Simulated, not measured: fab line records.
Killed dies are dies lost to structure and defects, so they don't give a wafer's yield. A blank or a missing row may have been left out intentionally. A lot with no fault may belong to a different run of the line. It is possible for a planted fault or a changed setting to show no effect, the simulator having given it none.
Matching of chambers	flow berkeleyCmos170	pecvd-01 running UCB170_V1_CVD_00: 3 sister chambers
The step deposits SiO2 from TEOS/O2, target thk 2000 nm, time 250 s. 6 wafers are shown with their chamber, then 7 later ones without.

WAFERS WITH THEIR CHAMBER
wafer	chamber	heaterPowerW (W)
L685.6	2	260
L692.2	0	256
L692.3	1	307
L692.5	0	184
L693.4	1	243
L693.5	2	360

WAFERS WITHOUT THEIR CHAMBER
wafer	heaterPowerW (W)
L693.6	271
L694.1	332
L694.2	315
L694.4	240
L695.3	262
L695.4	180
L695.6	253

WHICH CHAMBER EACH WENT THROUGH
wafer	from the rows above	in truth
L693.6	can't be placed: 1 or 2 or 0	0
L694.1	can't be placed: 2 or 1 or 0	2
L694.2	can't be placed: 2 or 1 or 0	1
L694.4	can't be placed: 0 or 1 or 2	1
L695.3	can't be placed: 1 or 0 or 2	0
L695.4	can't be placed: 0 or 1 or 2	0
L695.6	can't be placed: 1 or 0 or 2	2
Correctly placed: 0 of 7. Cannot be placed on the basis of these rows: 7; the candidates contain the true chamber in 7. Wrongly placed: 0.
How it was worked out, from the rows above alone: a wafer's distance from a chamber is the root of the sum, over the readings, of the square of ((its reading less the chamber's mean) divided by the reading's scatter). The wafer belongs to the nearest chamber; if the next one is less than 2 further off, it can't be placed. A chamber's mean is the mean of its shown wafers. The scatter is the square root of a quotient: the sum, over the shown wafers, of each reading's squared deviation from its chamber's mean, divided by wafers minus chambers.
